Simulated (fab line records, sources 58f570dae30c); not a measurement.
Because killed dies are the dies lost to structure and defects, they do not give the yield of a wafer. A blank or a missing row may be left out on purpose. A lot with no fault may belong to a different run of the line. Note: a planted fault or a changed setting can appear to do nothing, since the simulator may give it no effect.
Which tool is to blame? || flow berkeley-cmos170 || 48 wafers from 16 lots sampled at 5 of the route's 331 steps

## WHAT THE GAUGES READ, wafer by wafer
UCB170_ACTIVE_OVL_MEAS_14.
{"lot": "L833", "measured": "day 5 00:22", "on": "overlay-01", "ACTIVE_OVL (nm)": "-4 -8 -8"}
{"lot": "L834", "measured": "day 5 01:05", "on": "overlay-01", "ACTIVE_OVL (nm)": "0 -7 0"}
{"lot": "L836", "measured": "day 5 07:15", "on": "overlay-01", "ACTIVE_OVL (nm)": "-4 -4 4"}
{"lot": "L837", "measured": "day 5 15:02", "on": "overlay-02", "ACTIVE_OVL (nm)": "-6 -1 -2"}
{"lot": "L839", "measured": "day 6 11:38", "on": "overlay-01", "ACTIVE_OVL (nm)": "-8 0 4"}
{"lot": "L844", "measured": "day 7 07:10", "on": "overlay-01", "ACTIVE_OVL (nm)": "-12 -7 -2"}
{"lot": "L846", "measured": "day 7 21:58", "on": "overlay-02", "ACTIVE_OVL (nm)": "1 3 -3"}
{"lot": "L847", "measured": "day 7 22:04", "on": "overlay-01", "ACTIVE_OVL (nm)": "-3 0 1"}
{"lot": "L845", "measured": "day 7 22:41", "on": "overlay-01", "ACTIVE_OVL (nm)": "-4 -2 -6"}
{"lot": "L849", "measured": "day 8 05:58", "on": "overlay-02", "ACTIVE_OVL (nm)": "3 15 8"}
{"lot": "L850", "measured": "day 8 06:10", "on": "overlay-01", "ACTIVE_OVL (nm)": "-6 1 -3"}
{"lot": "L848", "measured": "day 8 06:14", "on": "overlay-02", "ACTIVE_OVL (nm)": "0 2 5"}
{"lot": "L851", "measured": "day 8 14:23", "on": "overlay-01", "ACTIVE_OVL (nm)": "-9 -14 -7"}
{"lot": "L853", "measured": "day 9 03:32", "on": "overlay-02", "ACTIVE_OVL (nm)": "-5 2 -4"}
{"lot": "L852", "measured": "day 9 04:01", "on": "overlay-01", "ACTIVE_OVL (nm)": "-4 -5 1"}
{"lot": "L856", "measured": "day 9 22:39", "on": "overlay-02", "ACTIVE_OVL (nm)": "1 1 -2"}

UCB170_PFIELD_OVL_MEAS_06.
{"lot": "L833", "measured": "day 5 03:14", "on": "overlay-02", "PFIELD_OVL (nm)": "2 -1 8"}
{"lot": "L834", "measured": "day 5 03:31", "on": "overlay-02", "PFIELD_OVL (nm)": "1 10 2"}
{"lot": "L836", "measured": "day 5 12:07", "on": "overlay-01", "PFIELD_OVL (nm)": "2 1 2"}
{"lot": "L837", "measured": "day 5 17:32", "on": "overlay-02", "PFIELD_OVL (nm)": "-1 -8 -6"}
{"lot": "L839", "measured": "day 6 17:16", "on": "overlay-01", "PFIELD_OVL (nm)": "12 15 7"}
{"lot": "L844", "measured": "day 7 08:45", "on": "overlay-01", "PFIELD_OVL (nm)": "-1 1 1"}
{"lot": "L846", "measured": "day 8 00:08", "on": "overlay-02", "PFIELD_OVL (nm)": "3 -4 5"}
{"lot": "L847", "measured": "day 8 00:24", "on": "overlay-01", "PFIELD_OVL (nm)": "1 2 6"}
{"lot": "L845", "measured": "day 8 00:33", "on": "overlay-02", "PFIELD_OVL (nm)": "-3 -3 -5"}
{"lot": "L849", "measured": "day 8 08:14", "on": "overlay-02", "PFIELD_OVL (nm)": "12 11 10"}
{"lot": "L850", "measured": "day 8 09:58", "on": "overlay-01", "PFIELD_OVL (nm)": "3 2 -2"}
{"lot": "L848", "measured": "day 8 09:46", "on": "overlay-02", "PFIELD_OVL (nm)": "-9 0 -4"}
{"lot": "L851", "measured": "day 8 17:43", "on": "overlay-02", "PFIELD_OVL (nm)": "-3 -5 -4"}
{"lot": "L853", "measured": "day 9 05:31", "on": "overlay-02", "PFIELD_OVL (nm)": "1 -1 6"}
{"lot": "L852", "measured": "day 9 05:58", "on": "overlay-02", "PFIELD_OVL (nm)": "8 2 3"}
{"lot": "L856", "measured": "day 10 03:28", "on": "overlay-01", "PFIELD_OVL (nm)": "-6 -5 -2"}

UCB170_SCREENOX_THK_MEAS_02.
{"lot": "L833", "measured": "day 6 11:37", "on": "film-metro-02", "SCREENOX_OXIDE_THK (nm)": "14.11 13.97 14.02"}
{"lot": "L834", "measured": "day 6 11:34", "on": "film-metro-02", "SCREENOX_OXIDE_THK (nm)": "14.06 14.19 13.82"}
{"lot": "L836", "measured": "day 6 18:46", "on": "film-metro-04", "SCREENOX_OXIDE_THK (nm)": "14.54 14.63 14.84"}
{"lot": "L837", "measured": "day 7 03:02", "on": "film-metro-01", "SCREENOX_OXIDE_THK (nm)": "14.14 14.05 14.12"}
{"lot": "L839", "measured": "day 7 22:57", "on": "film-metro-01", "SCREENOX_OXIDE_THK (nm)": "14.08 14.09 13.83"}
{"lot": "L844", "measured": "day 8 14:02", "on": "film-metro-02", "SCREENOX_OXIDE_THK (nm)": "14.30 14.36 14.37"}
{"lot": "L846", "measured": "day 9 07:32", "on": "film-metro-01", "SCREENOX_OXIDE_THK (nm)": "13.97 14.12 13.87"}
{"lot": "L847", "measured": "day 9 07:31", "on": "film-metro-04", "SCREENOX_OXIDE_THK (nm)": "14.66 14.33 14.37"}
{"lot": "L845", "measured": "day 9 07:30", "on": "film-metro-02", "SCREENOX_OXIDE_THK (nm)": "14.44 14.18 14.14"}
{"lot": "L849", "measured": "day 9 16:11", "on": "film-metro-02", "SCREENOX_OXIDE_THK (nm)": "5.92 6.07 5.98"}
{"lot": "L850", "measured": "day 9 16:11", "on": "film-metro-01", "SCREENOX_OXIDE_THK (nm)": "6.00 6.00 5.94"}
{"lot": "L848", "measured": "day 9 16:10", "on": "film-metro-04", "SCREENOX_OXIDE_THK (nm)": "5.74 5.80 5.96"}
{"lot": "L851", "measured": "day 10 02:11", "on": "film-metro-01", "SCREENOX_OXIDE_THK (nm)": "5.99 6.03 6.15"}
{"lot": "L853", "measured": "day 10 14:40", "on": "film-metro-01", "SCREENOX_OXIDE_THK (nm)": "14.07 14.50 14.47"}
{"lot": "L852", "measured": "day 10 14:41", "on": "film-metro-04", "SCREENOX_OXIDE_THK (nm)": "14.40 14.71 14.54"}
{"lot": "L856", "measured": "day 11 07:42", "on": "film-metro-01", "SCREENOX_OXIDE_THK (nm)": "14.10 14.30 13.95"}

UCB170_FIELD_THK_MEAS_91.
{"lot": "L833", "measured": "day 6 21:10", "on": "film-metro-04", "FIELD_OXIDE_LEFT_2_THK (nm)": "364 369 360"}
{"lot": "L834", "measured": "day 6 19:46", "on": "film-metro-02", "FIELD_OXIDE_LEFT_2_THK (nm)": "371 376 374"}
{"lot": "L836", "measured": "day 7 03:07", "on": "film-metro-02", "FIELD_OXIDE_LEFT_2_THK (nm)": "342 336 344"}
{"lot": "L837", "measured": "day 7 12:45", "on": "film-metro-04", "FIELD_OXIDE_LEFT_2_THK (nm)": "323 326 310"}
{"lot": "L839", "measured": "day 8 10:03", "on": "film-metro-03", "FIELD_OXIDE_LEFT_2_THK (nm)": "362 364 353"}
{"lot": "L844", "measured": "day 8 23:08", "on": "film-metro-02", "FIELD_OXIDE_LEFT_2_THK (nm)": "345 344 344"}
{"lot": "L846", "measured": "day 9 17:14", "on": "film-metro-03", "FIELD_OXIDE_LEFT_2_THK (nm)": "354 342 350"}
{"lot": "L847", "measured": "day 9 17:28", "on": "film-metro-02", "FIELD_OXIDE_LEFT_2_THK (nm)": "356 360 361"}
{"lot": "L845", "measured": "day 9 16:56", "on": "film-metro-04", "FIELD_OXIDE_LEFT_2_THK (nm)": "347 356 347"}
{"lot": "L849", "measured": "day 10 04:44", "on": "film-metro-03", "FIELD_OXIDE_LEFT_2_THK (nm)": "367 366 362"}
{"lot": "L850", "measured": "day 10 04:10", "on": "film-metro-03", "FIELD_OXIDE_LEFT_2_THK (nm)": "355 364 360"}
{"lot": "L848", "measured": "day 10 04:29", "on": "film-metro-03", "FIELD_OXIDE_LEFT_2_THK (nm)": "347 350 359"}
{"lot": "L851", "measured": "day 10 13:24", "on": "film-metro-03", "FIELD_OXIDE_LEFT_2_THK (nm)": "344 338 344"}
{"lot": "L853", "measured": "day 11 02:53", "on": "film-metro-02", "FIELD_OXIDE_LEFT_2_THK (nm)": "359 361 363"}
{"lot": "L852", "measured": "day 11 02:53", "on": "film-metro-04", "FIELD_OXIDE_LEFT_2_THK (nm)": "367 360 357"}
{"lot": "L856", "measured": "day 11 20:45", "on": "film-metro-02", "FIELD_OXIDE_LEFT_2_THK (nm)": "350 349 348"}

## TOOL THAT RAN EACH LOT (tool first, then ch and the chambers of the sampled wafers, then the start)
{"lot": "L833", "UCB170_SCREENOX_OXIDATION_01": "furnace-04 ch 0, day 6 09:50"}
{"lot": "L834", "UCB170_SCREENOX_OXIDATION_01": "furnace-04 ch 0, day 6 09:50"}
{"lot": "L836", "UCB170_SCREENOX_OXIDATION_01": "furnace-02 ch 0, day 6 17:06"}
{"lot": "L837", "UCB170_SCREENOX_OXIDATION_01": "furnace-04 ch 0, day 7 01:22"}
{"lot": "L839", "UCB170_SCREENOX_OXIDATION_01": "furnace-02 ch 0, day 7 21:15"}
{"lot": "L844", "UCB170_SCREENOX_OXIDATION_01": "furnace-01 ch 0, day 8 12:22"}
{"lot": "L846", "UCB170_SCREENOX_OXIDATION_01": "furnace-04 ch 0, day 9 05:50"}
{"lot": "L847", "UCB170_SCREENOX_OXIDATION_01": "furnace-04 ch 0, day 9 05:50"}
{"lot": "L845", "UCB170_SCREENOX_OXIDATION_01": "furnace-04 ch 0, day 9 05:50"}
{"lot": "L849", "UCB170_SCREENOX_OXIDATION_01": "furnace-04 ch 0, day 9 14:30"}
{"lot": "L850", "UCB170_SCREENOX_OXIDATION_01": "furnace-04 ch 0, day 9 14:30"}
{"lot": "L848", "UCB170_SCREENOX_OXIDATION_01": "furnace-04 ch 0, day 9 14:30"}
{"lot": "L851", "UCB170_SCREENOX_OXIDATION_01": "furnace-04 ch 0, day 10 00:31"}
{"lot": "L853", "UCB170_SCREENOX_OXIDATION_01": "furnace-02 ch 0, day 10 13:00"}
{"lot": "L852", "UCB170_SCREENOX_OXIDATION_01": "furnace-02 ch 0, day 10 13:00"}
{"lot": "L856", "UCB170_SCREENOX_OXIDATION_01": "furnace-02 ch 0, day 11 06:02"}
- UCB170_SCREENOX_OXIDATION_01: target thk 14.4 nm, ox time 2400 s.

## AS READ BY THE TOOLS THEMSELVES (means over the sampled wafers that have a number; for cases with no such wafer, the mark the record gives instead)
The record holds no such reading with a usual standard deviation.

## THE ANSWER, worked out from the rows above alone
Rule: usual is defined by the lots themselves. The widest of any qualifying gaps counts: lots, ordered by their means at a reading, are off when they make up no more than a third of the lots, leave a main group of 4 or more, and stand apart from it by 3 or more times the standard deviation of that group's means. The tables above print the reading to a certain number of digits; a main group whose means all agree to those digits is not used. A lot without any number at a reading at which 4 lots or more have one is off too. All remaining lots with rows at the step are treated as sound. Order of review: gauges by route order, followed by the tools' own readings, for which a lot's mean as printed above is used. The first step at which some lot is off is used, and at that step the reading that is off furthest; a lot without a number counts as furthest.
Off: L849, L850, L848, L851, seen at UCB170_SCREENOX_THK_MEAS_02 (SCREENOX_OXIDE_THK). Main group: mean 14.24 nm, sd 0.22.
If a tool, at a process step before that reading, ran all the lots that are off and no sound lot after the first of them, it fits. Gauges at UCB170_SCREENOX_THK_MEAS_02: tried the same way as those tools. One fits: UCB170_SCREENOX_OXIDATION_01 on furnace-04. Its last sound lot is L845 (day 9 05:50), its first lot that is off L848 (day 9 14:30): a fault that began between those two fits.

## WHAT HAD BEEN PUT IN BY THE SIMULATOR
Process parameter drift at UCB170_SCREENOX_OXIDATION_01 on furnace-04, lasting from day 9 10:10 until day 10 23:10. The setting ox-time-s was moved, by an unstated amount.
Lots struck among those shown: L849, L850, L848, L851. This agrees with what the rule above found.
